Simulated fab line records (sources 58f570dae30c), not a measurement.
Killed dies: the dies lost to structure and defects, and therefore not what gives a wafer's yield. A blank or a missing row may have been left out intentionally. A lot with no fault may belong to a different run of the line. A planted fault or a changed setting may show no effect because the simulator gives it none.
fab line records + flow berkeleyCmos170
[record]
- lots = 6
- wafers = 18
- lastDay = 10
route steps=331 shown NWELL@27 PWELL@34
lots with no fault: from the same line, run without faults
startH: start of the lot's first displayed wafer, in hours after the record's first day + waitH: how many hours have passed since the lot's step before this one + " repeats the value in the row above + L1.1+2: a single row standing in for several wafers + - either no value or no given start + * or withheld: withheld + < > ~ a bound
route shown NAME@n: NAME is a module with steps in the file, n the number in the route of the first one + usual: average and standard deviation across the fault-free wafers + same: alike in all rows + chamber/n: place in a boat + sites: readings site by site + _std_site: how widely they spread, as a standard deviation + _edge_site: inner sites' mean taken away from outer sites' mean + radiusMm: how far each site lies from the wafer's centre + mask NAME#n: copy n + behind: the last tool/chamber to shape the wafer + hold: cause of the lot's hold/its duration in hours/its outcome + device: the n, p or np transistor that did not switch + end of line: tests of these same wafers at the route's end + for a step that has no rows: nothing shown but its recipe + killed: at the first sort, the dies lost to defects and structure; wafer yield is something else + map: dies across one wafer; x = killed, . = not, _ = none there
set.NAME: the run value of the setting; set.NAME@STEP: its run value at that earlier step + model.NAME: the simulator's own value behind a step, which no gauge read
lots at selected steps of the route; one table per step, one row per wafer
services: the hour from which a tool's chamber was out of use, counted from the record's first day as startH (under 0 if before that day), plus the number of hours and why
[[steps]]
[step UCB170_NWELL_ETCH_13]
[recipe]
- chemistry = CH3F/Ar/O2
- target = Si3N4
- stopOn = SiO2
- CH3F_flow_sccm = 20
- Ar_flow_sccm = 50
- O2_flow_sccm = 7
- pressureMtorr = 50
- rfW = 450
- targetDepthA = 2464
- overEtchFrac = 0.1
- timeS = 154
[usual]
- O2_flow_sccm = 7.000/0.02
- drypumpMotorCurrentA = 5.8/0.43
- oesProductAu = 0.942/0.015
- throttleValvePct = 8.10/0.11
| lot.wafer | tool       | chamber | startH | waitH | O2_flow_sccm | drypumpMotorCurrentA | oesProductAu | rfHoursCounterH | throttleValvePct |
|-----------|------------|---------|--------|-------|--------------|----------------------|--------------|-----------------|------------------|
| L705.3    | rieDiel-03 | 0       | 32.34  | 0.0   | 7.030        | 5.1                  | 0.952        | 9               | 8.06             |
| L705.4    | "          | 1       | "      | "     | 6.987        | 6.0                  | 0.959        | 9               | 8.03             |
| L705.6    | "          | 1       | "      | "     | 6.985        | 6.0                  | 0.949        | -               | 8.02             |
| L707.2    | rieDiel-02 | 3       | 38.84  | 0.0   | 6.993        | 6.2                  | 0.957        | 30              | 8.14             |
| L707.4    | "          | 1       | "      | "     | 7.003        | 5.1                  | 0.950        | 93              | 8.06             |
| L707.5    | "          | 2       | "      | "     | 7.009        | 5.8                  | 0.942        | -               | 8.25             |
| L711.1    | rieDiel-02 | 0       | 56.51  | 0.0   | 7.000        | 6.1                  | 0.943        | 20              | 7.98             |
| L711.2    | "          | 1       | "      | "     | 7.011        | 5.1                  | 0.953        | 95              | 8.05             |
| L711.4    | "          | 1       | "      | "     | 7.029        | 5.1                  | 0.959        | -               | 8.05             |
| L710.2    | rieDiel-04 | 3       | 56.79  | 0.0   | 6.954        | 5.5                  | 0.949        | 1               | 7.94             |
| L710.3    | "          | 2       | "      | "     | 6.972        | 5.2                  | 0.951        | 73              | 8.26             |
| L710.6    | "          | 2       | "      | "     | 6.987        | 5.2                  | 0.944        | -               | 8.25             |
| L718.1    | rieDiel-03 | 2       | 98.92  | 0.0   | 6.986        | 6.4                  | 0.916        | 69              | 8.16             |
| L718.2    | "          | 0       | "      | "     | 7.004        | 5.1                  | 0.957        | 11              | 8.06             |
| L718.6    | "          | 0       | "      | "     | 7.040        | 5.1                  | 0.956        | -               | 8.06             |
| L722.2    | rieDiel-03 | 1       | 108.40 | 0.0   | 7.003        | 6.0                  | 0.951        | 12              | 8.03             |
| L722.4    | "          | 0       | "      | "     | 7.002        | 5.1                  | 0.954        | 12              | 8.06             |
| L722.6    | "          | 1       | "      | "     | 7.008        | 6.0                  | 0.949        | -               | 8.03             |
[step UCB170_NWELL_IMPLANT_14]
[recipe]
- species = P
- doseCm2 = 1e+13
- energyKev = 151.8
- tiltDeg = 7
[step UCB170_NWELL_STRIP_15]
[recipe]
- chemistry = O2
- powerW = 400
- pressureMtorr = 3500
- platenTempC = withheld
- o2FlowSccm = 400
- overashFraction = 0.5
[usual]
- drypumpMotorCurrentA = 5.9/0.56
- oesProductAu = 0.722/0.0043
- stripTimeToEndpointS = 18.03/0.078
| lot.wafer | tool           | chamber | startH | waitH | drypumpMotorCurrentA | oesProductAu | rfHoursCounterH | stripTimeToEndpointS |
|-----------|----------------|---------|--------|-------|----------------------|--------------|-----------------|----------------------|
| L705.3    | plasmaAsher-04 | 1       | 32.62  | 0.1   | 5.6                  | 0.713        | -               | 17.93                |
| L705.4    | "              | 0       | "      | "     | 5.1                  | 0.724        | -               | 17.92                |
| L705.6    | "              | 0       | "      | "     | 5.1                  | 0.718        | -               | 17.91                |
| L707.2    | plasmaAsher-02 | 1       | 39.09  | 0.1   | 6.6                  | 0.718        | 33              | 18.05                |
| L707.4    | "              | 1       | "      | "     | 6.6                  | 0.724        | -               | 18.16                |
| L707.5    | "              | 1       | "      | "     | 6.6                  | 0.731        | -               | 18.14                |
| L711.1    | plasmaAsher-03 | 0       | 56.77  | 0.1   | 5.9                  | 0.724        | 36              | 17.94                |
| L711.2    | "              | 1       | "      | "     | 5.4                  | 0.720        | 36              | 17.96                |
| L711.4    | "              | 1       | "      | "     | 5.3                  | 0.721        | -               | 18.07                |
| L710.2    | plasmaAsher-04 | 0       | 57.04  | 0.1   | 5.1                  | 0.726        | 28              | 17.96                |
| L710.3    | "              | 1       | "      | "     | 5.5                  | 0.721        | -               | 17.98                |
| L710.6    | "              | 0       | "      | "     | 5.1                  | 0.720        | -               | 17.98                |
| L718.1    | plasmaAsher-02 | 1       | 99.17  | 0.1   | 6.6                  | 0.727        | 42              | 18.00                |
| L718.2    | "              | 0       | "      | "     | 6.5                  | 0.724        | 42              | 18.12                |
| L718.6    | "              | 0       | "      | "     | 6.5                  | 0.726        | -               | 17.99                |
| L722.2    | plasmaAsher-03 | 0       | 108.65 | 0.1   | 5.9                  | 0.729        | 41              | 18.11                |
| L722.4    | "              | 0       | "      | "     | 5.9                  | 0.715        | -               | 18.14                |
| L722.6    | "              | 0       | "      | "     | 5.9                  | 0.721        | -               | 18.05                |
[step UCB170_NWELL_TW_MEAS_16]
[usual]
- NWELL_TW = 1255/10
| lot.wafer | tool         | chamber | startH | waitH | NWELL_TW |
|-----------|--------------|---------|--------|-------|----------|
| L705.3    | filmMetro-01 | -       | 32.71  | 0.1   | 1273     |
| L705.4    | "            | -       | "      | "     | 1265     |
| L705.6    | "            | -       | "      | "     | 1271     |
| L707.2    | filmMetro-04 | -       | 39.34  | 0.2   | 1250     |
| L707.4    | "            | -       | "      | "     | 1255     |
| L707.5    | "            | -       | "      | "     | 1247     |
| L711.1    | filmMetro-01 | -       | 56.87  | 0.1   | 1267     |
| L711.2    | "            | -       | "      | "     | 1260     |
| L711.4    | "            | -       | "      | "     | 1267     |
| L710.2    | filmMetro-01 | -       | 57.15  | 0.1   | 1267     |
| L710.3    | "            | -       | "      | "     | 1267     |
| L710.6    | "            | -       | "      | "     | 1266     |
| L718.1    | filmMetro-04 | -       | 99.27  | 0.1   | 1252     |
| L718.2    | "            | -       | "      | "     | 1250     |
| L718.6    | "            | -       | "      | "     | 1262     |
| L722.2    | filmMetro-04 | -       | 108.76 | 0.1   | 1243     |
| L722.4    | "            | -       | "      | "     | 1243     |
| L722.6    | "            | -       | "      | "     | 1248     |
[step UCB170_NWELL_CLEAN_17]
[recipe]
- chemistry = SPM
- tempC = 120
- timeS = 600
[step UCB170_NWELL_WET_ETCH_18]
[recipe]
- chemistry = H3PO4
- target = Si3N4
- tempC = 160
- timeS = 14400
[step UCB170_NWELL_WET_ETCH_19]
[recipe]
- chemistry = BOE
- dilution = 5:1
- target = SiO2
- tempC = 25
- timeS = 22
[step UCB170_PWELL_CLEAN_00]
[recipe]
- chemistry = SPM
- tempC = 120
- timeS = 600
[step UCB170_PWELL_CLEAN_01]
[recipe]
- chemistry = dHF
- dilution = 25:1
- timeS = 60
[step UCB170_PWELL_OXIDATION_02]
[recipe]
- tempC = 1000
- ambient = O2
- targetThkA = 264
- oxTimeS = 1260
[step UCB170_PWELL_THK_MEAS_03]
[recipe]
- reads = SiO2_of_PWELL_OXIDATION_02
[usual]
- PWELL_OXIDE_THK = 26.6/0.58
| lot.wafer | tool         | chamber | startH | waitH | PWELL_OXIDE_THK[nm] |
|-----------|--------------|---------|--------|-------|---------------------|
| L705.3    | filmMetro-04 | -       | 42.64  | 0.0   | 26.5                |
| L705.4    | "            | -       | "      | "     | 26.7                |
| L705.6    | "            | -       | "      | "     | 26.3                |
| L707.2    | filmMetro-02 | -       | 47.63  | 0.0   | 25.9                |
| L707.4    | "            | -       | "      | "     | 26.1                |
| L707.5    | "            | -       | "      | "     | 26.1                |
| L711.1    | filmMetro-02 | -       | 68.69  | 0.0   | 27.1                |
| L711.2    | "            | -       | "      | "     | 27.2                |
| L711.4    | "            | -       | "      | "     | 26.7                |
| L710.2    | filmMetro-03 | -       | 68.70  | 0.0   | 27.7                |
| L710.3    | "            | -       | "      | "     | 27.3                |
| L710.6    | "            | -       | "      | "     | 27.1                |
| L718.1    | filmMetro-03 | -       | 112.14 | 0.0   | 26.4                |
| L718.2    | "            | -       | "      | "     | 26.3                |
| L718.6    | "            | -       | "      | "     | 26.5                |
| L722.2    | filmMetro-04 | -       | 116.25 | 0.0   | 26.0                |
| L722.4    | "            | -       | "      | "     | 26.0                |
| L722.6    | "            | -       | "      | "     | 26.0                |
[step UCB170_PWELL_ANNEAL_04]
[recipe]
- tempC = 1000
- timeS = 900
- ambient = N2
[step UCB170_PWELL_CVD_05]
[recipe]
- material = Si3N4
- targetThkNm = 220
- tempC = 800
- precursor = SiH2Cl2/NH3
- timeS = 3300
- pressureMtorr = 200
- sih2cl2FlowSccm = 25
- nh3FlowSccm = 75
[usual]
- spikeTcCentreC = 802.0/1
- zonePowerLoadPct = 19.1/2
| lot.wafer | tool     | chamber | startH | waitH | spikeTcCentreC | zonePowerLoadPct |
|-----------|----------|---------|--------|-------|----------------|------------------|
| L705.3    | lpcvd-02 | 1       | 47.37  | 0.0   | 804.6          | 17.2             |
| L705.4    | "        | 1       | "      | "     | 802.1          | 17.5             |
| L705.6    | "        | 1       | "      | "     | 801.5          | 17.6             |
| L707.2    | lpcvd-01 | 0       | 50.38  | 0.0   | 802.0          | 19.9             |
| L707.4    | "        | 0       | "      | "     | 801.2          | 19.9             |
| L707.5    | "        | 0       | "      | "     | 802.6          | 20.2             |
| L710.2    | lpcvd-02 | 1       | 72.76  | 0.0   | 801.2          | 17.2             |
| L710.3    | "        | 1       | "      | "     | 801.9          | 17.4             |
| L710.6    | "        | 1       | "      | "     | 801.2          | 17.5             |
| L710.2    | lpcvd-02 | 1       | 76.59  | 1.9   | 801.6          | 17.3             |
| L710.3    | "        | 1       | "      | "     | 801.5          | 17.5             |
| L710.6    | "        | 1       | "      | "     | 802.7          | 17.2             |
| L711.1    | lpcvd-02 | 1       | 72.76  | 0.0   | 802.0          | 17.1             |
| L711.2    | "        | 1       | "      | "     | 803.9          | 17.3             |
| L711.4    | "        | 1       | "      | "     | 801.6          | 17.4             |
| L718.1    | lpcvd-02 | 1       | 115.09 | 0.2   | 802.5          | 17.7             |
| L718.2    | "        | 1       | "      | "     | 802.4          | 17.6             |
| L718.6    | "        | 1       | "      | "     | 802.7          | 17.1             |
| L718.1    | lpcvd-02 | 1       | 118.84 | 1.8   | 802.8          | 17.5             |
| L718.2    | "        | 1       | "      | "     | 803.8          | 17.4             |
| L718.6    | "        | 1       | "      | "     | 803.1          | 17.4             |
| L722.2    | lpcvd-02 | 0       | 118.84 | 0.0   | 800.7          | 18.5             |
| L722.4    | "        | 0       | "      | "     | 801.8          | 18.4             |
| L722.6    | "        | 0       | "      | "     | 802.8          | 18.1             |
[step UCB170_PWELL_THK_MEAS_06]
[recipe]
- reads = Si3N4_of_PWELL_CVD_05
[usual]
- PWELL_NITRIDE_THK = 220.3/1.6
| lot.wafer | tool         | chamber | startH | waitH | PWELL_NITRIDE_THK[nm] |
|-----------|--------------|---------|--------|-------|-----------------------|
| L705.3    | filmMetro-02 | -       | 49.46  | 0.2   | 221.6                 |
| L705.4    | "            | -       | "      | "     | 219.5                 |
| L705.6    | "            | -       | "      | "     | 220.2                 |
| L707.2    | filmMetro-03 | -       | 52.30  | 0.0   | 220.6                 |
| L707.4    | "            | -       | "      | "     | 220.0                 |
| L707.5    | "            | -       | "      | "     | 219.2                 |
| L711.1    | filmMetro-02 | -       | 74.67  | 0.0   | 220.3                 |
| L711.2    | "            | -       | "      | "     | 218.8                 |
| L711.4    | "            | -       | "      | "     | 218.8                 |
| L710.2    | filmMetro-04 | -       | 78.55  | 0.0   | 444.8                 |
| L710.3    | "            | -       | "      | "     | 443.0                 |
| L710.6    | "            | -       | "      | "     | 443.9                 |
| L722.2    | filmMetro-03 | -       | 120.76 | 0.0   | 220.4                 |
| L722.4    | "            | -       | "      | "     | 220.7                 |
| L722.6    | "            | -       | "      | "     | 220.7                 |
| L718.1    | filmMetro-03 | -       | 120.81 | 0.1   | 445.5                 |
| L718.2    | "            | -       | "      | "     | 443.7                 |
| L718.6    | "            | -       | "      | "     | 447.8                 |
[step UCB170_PWELL_HMDS_07]
[recipe]
- primeTimeS = 60
- primeTempC = 100
[step UCB170_PWELL_COAT_08]
[recipe]
- resist = KrF
- spinRpm = 1500
- resistThkNm = 900
[step UCB170_PWELL_SOFTBAKE_09]
[recipe]
- resist = KrF
- tempC = 130
- timeS = 60
[step UCB170_PWELL_EXPOSE_10]
[recipe]
- maskId = PWELL
- targetCdNm = 3000
- na = 0.5
- sigmaOuter = 0.6
- sourceShape = conventional
- doseMj = 19
[step UCB170_PWELL_PEB_11]
[recipe]
- pebTempC = 130
- pebTimeS = withheld
- resist = KrF
[step UCB170_PWELL_DEVELOP_12]
[recipe]
- developer = TMAH
- developTimeS = 45
- resist = KrF
- devTempC = 21
[step UCB170_PWELL_OVL_MEAS_13]
[usual]
- PWELL_OVL = -4/5.3
| lot.wafer | tool       | chamber | startH | waitH | PWELL_OVL[nm] |
|-----------|------------|---------|--------|-------|---------------|
| L705.3    | overlay-01 | -       | 50.75  | -     | 0             |
| L705.4    | "          | -       | "      | "     | -10           |
| L705.6    | "          | -       | "      | "     | -11           |
| L707.2    | overlay-01 | -       | 53.20  | -     | -1            |
| L707.4    | "          | -       | "      | "     | -6            |
| L707.5    | "          | -       | "      | "     | 5             |
| L711.1    | overlay-01 | -       | 76.20  | -     | -7            |
| L711.2    | "          | -       | "      | "     | -8            |
| L711.4    | "          | -       | "      | "     | -10           |
| L710.2    | overlay-02 | -       | 79.59  | -     | 1             |
| L710.3    | "          | -       | "      | "     | -1            |
| L710.6    | "          | -       | "      | "     | -7            |
| L722.2    | overlay-02 | -       | 121.66 | -     | 7             |
| L722.4    | "          | -       | "      | "     | 6             |
| L722.6    | "          | -       | "      | "     | 0             |
| L718.1    | overlay-01 | -       | 122.08 | -     | 3             |
| L718.2    | "          | -       | "      | "     | 0             |
| L718.6    | "          | -       | "      | "     | -7            |
[step UCB170_PWELL_ETCH_14]
[recipe]
- chemistry = CH3F/Ar/O2
- target = Si3N4
- stopOn = SiO2
- CH3F_flow_sccm = 20
- Ar_flow_sccm = 50
- O2_flow_sccm = 7
- pressureMtorr = 50
- rfW = 450
- targetDepthA = 2420
- overEtchFrac = 0.1
- timeS = 151
[usual]
- O2_flow_sccm = 7.005/0.021
- drypumpMotorCurrentA = 5.8/0.44
- oesProductAu = 0.946/0.014
- throttleValvePct = 8.11/0.12
| lot.wafer | tool       | chamber | startH | waitH | O2_flow_sccm | drypumpMotorCurrentA | oesProductAu | rfHoursCounterH | throttleValvePct | model.etch.depthNm |
|-----------|------------|---------|--------|-------|--------------|----------------------|--------------|-----------------|------------------|--------------------|
| L705.3    | rieDiel-01 | 2       | 50.77  | 0.0   | 6.981        | 6.5                  | 0.953        | 59              | 8.30             | 221.5              |
| L705.4    | "          | 1       | "      | "     | 7.011        | 5.1                  | 0.948        | 80              | 8.22             | 219.5              |
| L705.6    | "          | 3       | "      | "     | 6.995        | 6.0                  | 0.924        | -               | 7.97             | 220.2              |
| L707.2    | rieDiel-02 | 0       | 53.23  | 0.0   | 6.956        | 6.1                  | 0.951        | 20              | 7.98             | 220.5              |
| L707.4    | "          | 3       | "      | "     | 7.036        | 6.2                  | 0.955        | -               | 8.11             | 219.7              |
| L707.5    | "          | 0       | "      | "     | 6.950        | 6.1                  | 0.945        | -               | 8.00             | 219.4              |
| L711.1    | rieDiel-02 | 0       | 76.24  | 0.0   | 6.987        | 6.1                  | 0.952        | 21              | 7.99             | 220.3              |
| L711.2    | "          | 1       | "      | "     | 6.978        | 5.1                  | 0.955        | 95              | 8.03             | 218.7              |
| L711.4    | "          | 3       | "      | "     | 6.991        | 6.2                  | 0.947        | 32              | 8.13             | 218.9              |
| L710.2    | rieDiel-04 | 0       | 79.62  | 0.0   | 7.011        | 5.8                  | 0.981        | 147             | 7.94             | 240.3              |
| L710.3    | "          | 2       | "      | "     | 6.993        | 5.2                  | 1.003        | 74              | 8.25             | 241.4              |
| L710.6    | "          | 1       | "      | "     | 6.996        | 6.1                  | 0.992        | -               | 8.14             | 243.7              |
| L722.2    | rieDiel-04 | 0       | 121.69 | 0.0   | 6.976        | 5.9                  | 0.919        | 149             | 7.92             | 220.3              |
| L722.4    | "          | 2       | "      | "     | 6.997        | 5.3                  | 0.949        | 77              | 8.25             | 220.6              |
| L722.6    | "          | 0       | "      | "     | 6.999        | 5.8                  | 0.922        | -               | 7.93             | 220.6              |
| L718.1    | rieDiel-04 | 2       | 122.11 | 0.0   | 7.010        | 5.2                  | 0.997        | 76              | 8.25             | 239.7              |
| L718.2    | "          | 3       | "      | "     | 6.975        | 5.5                  | 0.993        | 4               | 7.96             | 240.6              |
| L718.6    | "          | 3       | "      | "     | 7.033        | 5.5                  | 0.991        | -               | 7.95             | 242.3              |
[step UCB170_PWELL_IMPLANT_15]
[recipe]
- species = B
- doseCm2 = 5e+12
- energyKev = 60
- tiltDeg = 7
[[services]]
| tool           | chamber | startH | hours | kind          |
|----------------|---------|--------|-------|---------------|
| rieDiel-04     | 3       | 23.10  | -     | clean         |
| rieDiel-04     | 3       | 23.10  | 17.6  | scheduledDown |
| rieDiel-04     | 3       | 23.10  | 17.6  | ventCycle     |
| lpcvd-02       | -       | 31.97  | 14.6  | pm            |
| rieDiel-02     | 2       | 44.25  | 14.1  | repair        |
| rieDiel-04     | 0       | 50.41  | 1.8   | repair        |
| rieDiel-01     | 1       | 55.69  | 6.9   | repair        |
| plasmaAsher-03 | -       | 59.33  | 2.8   | pm            |
| plasmaAsher-03 | -       | 73.84  | 14.6  | pm            |
| lpcvd-01       | -       | 73.91  | 2.8   | repair        |
| rieDiel-02     | -       | 97.42  | 2.8   | pm            |
| rieDiel-01     | 1       | 104.10 | 9.0   | repair        |
| rieDiel-02     | 2       | 107.35 | 3.8   | repair        |
| plasmaAsher-03 | -       | 108.75 | 9.0   | pm            |
| plasmaAsher-03 | 0       | 108.75 | 9.0   | ventCycle     |
| plasmaAsher-03 | 1       | 108.75 | 9.0   | ventCycle     |
| rieDiel-02     | 0       | 116.62 | 10.8  | repair        |
| rieDiel-03     | 1       | 117.36 | 1.4   | repair        |
| plasmaAsher-03 | 0       | 117.75 | -     | clean         |
| plasmaAsher-03 | 1       | 117.75 | -     | clean         |
[[key]]
[firstSign]
- step = UCB170_PWELL_CVD_05
- reading = visit
- direction = added
[effect]
- step = UCB170_PWELL_THK_MEAS_06
- reading = PWELL_NITRIDE_THK
- direction = up
- sigmas = 99+
- usual = 220.3
- struck = 444.8
[effect]
- step = UCB170_PWELL_ETCH_14
- reading = oesProductAu
- direction = up
- sigmas = 3.4
- usual = 0.946
- struck = 0.993
[modelEffect]
- step = UCB170_PWELL_ETCH_14
- value = etch.depthNm
- without = 221.8
- struck = 241.3
metAt UCB170_PWELL_CVD_05
struckWafers L710.2,L710.3,L710.6,L718.1,L718.2,L718.6
laterRowsLeftOut L710.2,L710.3,L710.6,L718.1,L718.2,L718.6
sortLeftOut L710.2,L710.3,L710.6,L718.1,L718.2,L718.6
testerLeftOut L710,L718
[fault]
- kind = repeatedStepWhole
- tool = lpcvd-01,lpcvd-02
- chamber = -
- onsetH = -
- steps = UCB170_PWELL_CVD_05
- times = 1
- scope = struckLotsOnly
// testerLeftOut: of these lots the tester's yield and bins aren't shown, on N5 and GAA mostly nor the transistor test; their killed dies are dies lost to structure and defects alone, not to doping, threshold or leakage, so they don't give the yield
// sortLeftOut: the simulated sort isn't trusted on such a fault, so these wafers' sort isn't shown, and their yield isn't known
// laterRowsLeftOut: the simulator's readings of these wafers behind a module that went badly wrong aren't trusted and aren't shown, but for the sort
